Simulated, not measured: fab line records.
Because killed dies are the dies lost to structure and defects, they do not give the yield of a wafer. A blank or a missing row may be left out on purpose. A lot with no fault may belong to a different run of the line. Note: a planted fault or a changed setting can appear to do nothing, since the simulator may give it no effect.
Matching of chambers ; flow berkeley_cmos170 ; rie_diel-03 running UCB170_V1_ETCH_14: 4 sister chambers
The step etches SiO2 in CHF3/CF4/Ar, stops on Al, target depth 1250 nm, time 291 s. 14 wafers are shown with their chamber, then 7 later ones without.

WAFERS PAIRED WITH THEIR CHAMBERS
wafer;chamber;throttle_valve_pct (%);drypump_motor_current_A (A);oes_product_au (a.u.)
L619.2;2;6.94;5.6;0.885
L619.5;3;6.82;5.0;0.873
L619.6;2;6.94;5.6;0.879
L621.1;0;6.97;6.1;0.858
L621.3;3;6.83;5.0;0.870
L621.6;0;6.96;6.0;0.865
L623.2;3;6.81;5.0;0.872
L623.4;0;6.98;6.1;0.863
L623.5;3;6.82;5.0;0.861
L625.3;3;6.81;5.0;0.869
L625.4;1;7.17;6.4;0.854
L625.6;3;6.82;5.0;0.866
L635.2;0;6.97;6.0;0.852
L635.4;2;6.94;5.5;0.886

SIGNATURES (averages over the wafers above)
reading;chamber 0;chamber 1;chamber 2;chamber 3;scatter within a chamber
throttle_valve_pct;6.9700;7.1700;6.9400;6.8183;0.00695
drypump_motor_current_A;6.050;6.400;5.567;5.000;0.0408
oes_product_au;0.85950;0.85400;0.88333;0.86850;0.00477
Rule: for a wafer and a chamber, the distance is found by dividing, reading by reading, the gap between the wafer's reading and the chamber's mean by the reading's scatter, squaring, summing and taking the root. The wafer belongs to the nearest chamber; if the next one is less than 2 further off, it can't be placed. The scatter: take each reading less its chamber's mean, square it, sum over the shown wafers, divide by the number of wafers less the number of chambers, and take the root.

WAFERS WITHOUT THEIR CHAMBER
wafer;throttle_valve_pct (%);drypump_motor_current_A (A);oes_product_au (a.u.)
L635.6;6.95;5.6;0.881
L636.1;6.81;5.0;0.873
L636.3;6.94;5.6;0.884
L636.5;7.17;6.4;0.858
L639.1;7.16;6.4;0.855
L639.4;6.95;5.6;0.881
L639.5;7.16;6.4;0.861

WHICH CHAMBER EACH ONE RAN IN
wafer;from the rows above;in truth
L635.6;2;2
L636.1;3;3
L636.3;2;2
L636.5;1;1
L639.1;1;1
L639.4;2;2
L639.5;1;1
Placed correctly: 7 of 7. Number that these rows cannot place: 0. Wrongly placed: 0.
